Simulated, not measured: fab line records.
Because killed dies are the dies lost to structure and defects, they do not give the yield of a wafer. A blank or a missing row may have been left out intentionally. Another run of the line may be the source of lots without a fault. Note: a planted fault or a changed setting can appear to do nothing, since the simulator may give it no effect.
Which tool was responsible?    flow berkeley-cmos170    route of 331 steps, sampled at 1 step: 6 lots, 18 wafers

WHAT EACH GAUGE READ, for each wafer
UCB170_FIELD_THK_MEAS_02.
lot   measured     on             FIELD_OXIDE_THK (nm)
L580  day 4 22:12  film-metro-03  574 562 563
L587  day 6 14:33  film-metro-01  553 555 557
L592  day 7 06:21  film-metro-03  549 538 549
L597  day 8 13:46  film-metro-03  563 560 570
L598  day 8 23:42  film-metro-01  563 576 556
L601  day 9 07:03  film-metro-04  562 571 558

TOOL THAT RAN EACH LOT (tool first, then ch and the chambers of the sampled wafers, then the start)
No process step before these readings appears in the record.

THE ANSWER, worked out from the rows above alone
Rule: the usual values come from the lots themselves. Put in order of their means at a reading, lots are off if they are a third of the lots or fewer, leave a main group of 4 or more, and stand apart from it by a gap of 3 or more times the standard deviation of the main group's means; of several such gaps the widest counts. The tables above print the reading to a certain number of digits; a main group whose means all agree to those digits is not used. A lot without any number at a reading at which 4 lots or more have one is off too. The other lots that the step has rows for count as sound.
Off: at UCB170_FIELD_THK_MEAS_02 (FIELD_OXIDE_THK), L587, L592. The main group has a mean of 565 nm with a standard deviation of 0.99.
A tool fits if, at a process step before that reading, it ran every lot that is off, and no sound lot after the first of them. Those tools and the gauges at UCB170_FIELD_THK_MEAS_02 are tried in the same way. None of those tried fits.

WHAT WAS PUT IN BY THE SIMULATOR
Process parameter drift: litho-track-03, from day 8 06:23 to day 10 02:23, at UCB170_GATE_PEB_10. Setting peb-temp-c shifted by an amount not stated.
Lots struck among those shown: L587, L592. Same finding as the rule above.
